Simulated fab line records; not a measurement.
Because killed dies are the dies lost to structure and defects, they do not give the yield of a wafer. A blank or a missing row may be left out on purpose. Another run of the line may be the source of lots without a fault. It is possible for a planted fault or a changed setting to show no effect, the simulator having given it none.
Struck lot and sound lot, side by side + flow berkeley cmos170 + 13 steps out of a route of 331
Sound: the wafers L879.1, L879.5, L879.6. Wafers L873.1, L873.2, L873.6 were the ones struck. The cause is given at the end.
Each step with rows lists, per side, the tool, then ch with its chambers, then its first start. Under that, the readings that differ: sound wafers + struck wafers + difference of the means + sigmas: that difference in standard deviations of wafers without a fault.
alike: same words and numbers on both sides, and readings whose means sit less than 2 such deviations apart. not compared: any withheld reading, any reading some wafer has no value for, any bound like >300 that may hide the same value, and any number with overlapping values for which the record gives no deviation.
The two part at a step that has a row with sigmas, a row that says differs or no value, or rows on one side only. Numbers that have no deviation but don't overlap get no sigmas and don't part them. A reading missing from all wafers of one side parts the sides only when that side holds two or more wafers.

UCB170_START_BOW_MEAS_00:
  sound: film metro-02 at day 4 18:00; struck: film metro-02 at day 3 12:00
  alike: INCOMING_BOW
then, 2 steps without rows for these wafers: UCB170_START_CLEAN_01 (cleans in dHF, time 60 s); UCB170_START_OXIDATION_02 (target thk 20 nm, ox time 1800 s).
UCB170_START_THK_MEAS_03:
  sound: film metro-03 at day 4 22:33; struck: film metro-04 at day 3 15:48
  alike: START_OXIDE_THK
then, 6 steps without rows for these wafers: UCB170_START_ANNEAL_04 (time 1200 s); UCB170_ZERO_HMDS_00 (prime time 60 s); UCB170_ZERO_COAT_01 (resist thk 900 nm); UCB170_ZERO_SOFTBAKE_02 (time 60 s); UCB170_ZERO_EXPOSE_03 (exposes mask PM MARKS, target cd 4000 nm); UCB170_ZERO_PEB_04.
UCB170_ZERO_DEVELOP_05: develop time 45 s.
  struck on litho track-03, day 3 20:00; sound on litho track-02 ch 0, day 5 04:00
  no value came back on the struck wafers for chill plate temp C (C), develop time s (s), developer temp C (C); on the sound wafers chill plate temp C (C) reads 22.83 22.92 23.05
| reading                               | sound             | struck            | difference | sigmas |
|---------------------------------------|-------------------|-------------------|------------|--------|
| model.KrF_of_ZERO_COAT_01.thk nm (nm) | 887.3 885.9 887.7 | 901.5 902.2 903.4 | +15.4      |        |
UCB170_ZERO_ETCH_06: etches SiO2 in CHF3/CF4/Ar, time 12 s.
  sound on rie diel-02 ch 1,2,3, day 5 04:22; struck on rie diel-03 ch 1,2, day 3 20:35
| reading               | sound             | struck            | difference | sigmas |
|-----------------------|-------------------|-------------------|------------|--------|
| oes product au (a.u.) | 0.622 0.605 0.600 | 0.371 0.377 0.377 | -0.234     | -27    |
  alike: cf4 flow sccm, drypump motor current A, mfc ar sccm, throttle valve pct
  not compared: rf hours counter h
UCB170_ZERO_STRIP_07: strips in O2.
  sound on plasma asher-03 ch 0,1, day 5 04:23; struck on plasma asher-03 ch 0,1, day 3 20:36
| reading                      | sound             | struck            | difference | sigmas |
|------------------------------|-------------------|-------------------|------------|--------|
| strip time to endpoint s (s) | 21.51 21.46 21.52 | 21.86 21.87 21.90 | +0.38      | +5     |
  alike: drypump motor current A, oes product au
  not compared: rf hours counter h

## WHERE THEY PART
Last at UCB170_ZERO_STRIP_07 as far as this record goes, first at UCB170_ZERO_DEVELOP_05.

WHY: what the simulator had put in
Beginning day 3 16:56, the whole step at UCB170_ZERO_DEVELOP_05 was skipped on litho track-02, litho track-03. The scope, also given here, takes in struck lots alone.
